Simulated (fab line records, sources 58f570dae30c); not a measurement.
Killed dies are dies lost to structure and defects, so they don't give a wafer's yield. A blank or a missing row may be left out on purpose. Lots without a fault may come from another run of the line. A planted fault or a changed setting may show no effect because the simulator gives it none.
Which tool did it? | flow berkeley_cmos170 | 15 lots, 45 wafers sampled, at 5 steps of a route of 331

WHAT THE GAUGES READ, wafer by wafer
UCB170_ACTIVE_THK_MEAS_06. Usual: ACTIVE_NITRIDE_THK 220.3 nm, standard deviation 1.7.
lot  | measured    | on            | ACTIVE_NITRIDE_THK (nm) | flag
L662 | day 5 06:22 | film_metro-04 | 216.7 216.5 217.1       |
L664 | day 5 06:22 | film_metro-03 | 221.3 222.5 221.4       |
L661 | day 5 06:23 | film_metro-01 | 223.0 221.9 220.5       |
L663 | day 5 06:26 | film_metro-01 | 218.5 217.1 217.6       |
L666 | day 5 17:50 | film_metro-03 | 219.1 218.3 219.0       |
L667 | day 5 17:50 | film_metro-01 | 220.9 222.0 219.6       |
L665 | day 5 17:51 | film_metro-04 | 219.6 220.7 219.1       |
L671 | day 6 19:15 | film_metro-04 | 220.4 217.6 219.4       |
L674 | day 7 10:26 | film_metro-01 | 219.1 221.3 220.5       |
L673 | day 7 10:29 | film_metro-03 | 222.2 222.0 221.1       |
L675 | day 7 10:32 | film_metro-03 | 219.6 220.9 221.7       |
L678 | day 8 05:52 | film_metro-03 | 218.6 219.7 220.1       |
L679 | day 8 05:52 | film_metro-01 | 220.1 220.1 220.5       |
L680 | day 8 13:43 | film_metro-03 | 221.4 222.0 221.3       |
L682 | day 9 05:20 | film_metro-04 | 222.3 222.0 222.2       |

UCB170_ACTIVE_CD_MEAS_90: target cd 1200 nm. Usual: cd_nm 1199.9 nm, standard deviation 1.4.
lot  | measured    | on        | cd_nm (nm)           | flag
L662 | day 5 10:45 | cd_sem-02 | 1199.8 1201.5 1198.8 |
L664 | day 5 10:28 | cd_sem-01 | 1200.8 1200.4 1201.1 |
L661 | day 5 09:59 | cd_sem-02 | 1199.3 1199.9 1200.0 |
L663 | day 5 10:57 | cd_sem-01 | 1198.9 1198.7 1198.6 |
L666 | day 5 19:20 | cd_sem-01 | 1201.1 1201.3 1202.1 |
L667 | day 5 19:13 | cd_sem-02 | 1199.6 1199.3 1200.3 |
L665 | day 5 19:58 | cd_sem-01 | 1201.2 1199.9 1199.6 |
L671 | day 6 20:32 | cd_sem-01 | 1199.5 1199.9 1200.3 |
L674 | day 7 12:01 | cd_sem-01 | 1199.1 1198.7 1199.2 |
L673 | day 7 12:11 | cd_sem-01 | 1200.8 1199.3 1200.0 |
L675 | day 7 12:38 | cd_sem-01 | 1199.9 1199.0 1200.4 |
L678 | day 8 09:20 | cd_sem-02 | 1199.7 1199.9 1199.3 |
L679 | day 8 09:29 | cd_sem-02 | 1198.4 1196.7 1197.9 |
L680 | day 8 15:37 | cd_sem-01 | 1200.6 1200.2 1201.7 |
L682 | day 9 06:43 | cd_sem-01 | 1197.2 1197.1 1198.4 |

UCB170_PVT_TW_MEAS_09. Usual: PVT_TW 507, standard deviation 5.1.
lot  | measured     | on            | PVT_TW      | flag
L662 | day 7 06:47  | film_metro-03 | 512 510 513 |
L664 | day 7 03:14  | film_metro-02 | 499 501 499 |
L661 | day 7 02:59  | film_metro-04 | 515 517 515 |
L663 | day 7 06:30  | film_metro-04 | 515 516 516 |
L666 | day 7 10:55  | film_metro-02 | 502 499 500 |
L667 | day 7 11:02  | film_metro-02 | 498 502 501 |
L665 | day 7 15:51  | film_metro-04 | 513 512 513 |
L671 | day 8 11:25  | film_metro-02 | 487 485 485 | OFF
L674 | day 9 02:25  | film_metro-04 | 507 507 507 |
L673 | day 9 02:15  | film_metro-04 | 488 491 491 | OFF
L675 | day 9 01:40  | film_metro-04 | 491 490 486 | OFF
L678 | day 10 03:48 | film_metro-02 | 503 504 504 |
L679 | day 10 04:20 | film_metro-04 | 509 511 511 |
L680 | day 10 08:42 | film_metro-03 | 508 511 509 |
L682 | day 10 23:15 | film_metro-02 | 501 501 502 |

WHICH TOOL RAN EACH LOT (tool, then ch and the chambers of the sampled wafers, then the start)
lot  | UCB170_NVT_STRIP_08                  | UCB170_PVT_IMPLANT_07
L662 | plasma_asher-03 ch 0,1, day 7 01:13  | implanter-02 ch 0, day 7 06:32
L664 | plasma_asher-01 ch 0,1, day 7 00:24  | implanter-02 ch 0, day 7 03:00
L661 | plasma_asher-01 ch 0,1, day 6 23:37  | implanter-01 ch 0, day 7 02:47
L663 | plasma_asher-03 ch 0,1, day 7 00:40  | implanter-04 ch 0, day 7 06:16
L666 | plasma_asher-01 ch 0,1, day 7 08:23  | implanter-04 ch 0, day 7 10:40
L667 | plasma_asher-04 ch 0,1, day 7 08:08  | implanter-01 ch 0, day 7 10:47
L665 | plasma_asher-01 ch 1, day 7 13:15    | implanter-01 ch 0, day 7 15:37
L671 | plasma_asher-01 ch 0,1, day 8 07:47  | implanter-01 ch 0, day 8 11:13
L674 | plasma_asher-01 ch 0,1, day 8 22:56  | implanter-02 ch 0, day 9 02:10
L673 | plasma_asher-04 ch 0,1, day 8 23:05  | implanter-01 ch 0, day 9 01:59
L675 | plasma_asher-01 ch 0,1, day 8 22:42  | implanter-01 ch 0, day 9 01:26
L678 | plasma_asher-01 ch 0,1, day 10 01:12 | implanter-02 ch 0, day 10 03:33
L679 | plasma_asher-03 ch 0,1, day 10 01:38 | implanter-04 ch 0, day 10 04:06
L680 | plasma_asher-01 ch 0,1, day 10 07:07 | implanter-02 ch 0, day 10 08:29
L682 | plasma_asher-04 ch 1, day 10 19:07   | implanter-02 ch 0, day 10 23:01
- UCB170_NVT_STRIP_08: strips in O2.
- UCB170_PVT_IMPLANT_07

WHAT THE TOOLS THEMSELVES READ (means of the sampled wafers that have a number; where no wafer has one, the mark that the record gives instead)
UCB170_NVT_STRIP_08. Usual: drypump_motor_current_A 5.9 A, standard deviation 0.4; oes_product_au 0.734 a.u., standard deviation 0.0045; strip_time_to_endpoint_s 21.58 s, standard deviation 0.066.
lot  | tool            | drypump_motor_current_A (A) | oes_product_au (a.u.) | strip_time_to_endpoint_s (s) | flag
L662 | plasma_asher-03 | 5.6                         | 0.737                 | 21.65                        |
L664 | plasma_asher-01 | 6.2                         | 0.734                 | 21.58                        |
L661 | plasma_asher-01 | 6.2                         | 0.733                 | 21.52                        |
L663 | plasma_asher-03 | 5.6                         | 0.734                 | 21.59                        |
L666 | plasma_asher-01 | 6.2                         | 0.734                 | 21.68                        |
L667 | plasma_asher-04 | 5.5                         | 0.735                 | 21.60                        |
L665 | plasma_asher-01 | 6.0                         | 0.734                 | 21.57                        |
L671 | plasma_asher-01 | 6.2                         | 0.735                 | 21.62                        |
L674 | plasma_asher-01 | 6.1                         | 0.731                 | 21.56                        |
L673 | plasma_asher-04 | 5.5                         | 0.738                 | 21.47                        |
L675 | plasma_asher-01 | 6.2                         | 0.733                 | 21.66                        |
L678 | plasma_asher-01 | 6.2                         | 0.739                 | 21.57                        |
L679 | plasma_asher-03 | 6.0                         | 0.738                 | 21.58                        |
L680 | plasma_asher-01 | 6.1                         | 0.735                 | 21.53                        |
L682 | plasma_asher-04 | 5.5                         | 0.734                 | 21.55                        |

UCB170_PVT_IMPLANT_07. Usual: dose_ions_cm2 2.0005e+12, standard deviation 2.2e+09; faraday_current_uA 6.35, standard deviation 0.11.
lot  | tool         | dose_ions_cm2 | faraday_current_uA | flag
L662 | implanter-02 | 2.0021e+12    | 6.29               |
L664 | implanter-02 | 1.9989e+12    | 6.43               |
L661 | implanter-01 | 2.0002e+12    | 6.28               |
L663 | implanter-04 | 2.0000e+12    | 6.37               |
L666 | implanter-04 | 2.0014e+12    | 6.44               |
L667 | implanter-01 | 2.0036e+12    | 6.36               |
L665 | implanter-01 | 2.0016e+12    | 6.28               |
L671 | implanter-01 | 1.7591e+12    | 5.58               | OFF
L674 | implanter-02 | 2.0014e+12    | 6.34               |
L673 | implanter-01 | 1.7597e+12    | 5.70               | OFF
L675 | implanter-01 | 1.7639e+12    | 5.62               | OFF
L678 | implanter-02 | 1.9974e+12    | 6.47               |
L679 | implanter-04 | 2.0007e+12    | 6.35               |
L680 | implanter-02 | 1.9991e+12    | 6.35               |
L682 | implanter-02 | 2.0009e+12    | 6.31               |

THE ANSWER, worked out from the rows above alone
Rule: a lot is off if the mean of its wafers that have a number lies more than 3 standard deviations from the usual mean. A lot without any number at a reading at which 4 lots or more have one is off too. The other lots that the step has rows for count as sound. The gauges are gone through in route order, then the tools' own readings, and for those a lot's mean is taken as printed above. The first step at which some lot is off is used, and at that step the reading that is off furthest; a lot without a number counts as furthest.
Off: L671, L673, L675, at UCB170_PVT_TW_MEAS_09 (PVT_TW).
A tool fits if, at a process step before that reading, it ran every lot that is off, and no sound lot after the first of them. The gauges at UCB170_PVT_TW_MEAS_09 aren't tried: what is off there is off at UCB170_PVT_IMPLANT_07 too, on other tools, and a gauge's error can't cause that. One fits: implanter-01 at UCB170_PVT_IMPLANT_07. Its last sound lot is L665 (day 7 15:37), its first lot that is off L671 (day 8 11:13): a fault that began between those two fits.
The tool's own readings at UCB170_PVT_IMPLANT_07 bear it out: on the lots that are off they differ by more than 5 times the standard deviation of the sound lots' means. dose_ions_cm2 reads 1.7609e+12 there against 2.0006e+12 on the sound lots; faraday_current_uA reads 5.63 there against 6.36 on the sound lots.

WHAT THE SIMULATOR HAD PUT IN
Process parameter drift: implanter-01, from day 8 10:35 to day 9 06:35, at UCB170_PVT_IMPLANT_07. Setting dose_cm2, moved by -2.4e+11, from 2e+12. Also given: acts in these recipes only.
Lots struck among those shown: L671, L673, L675. The rule above found the same.
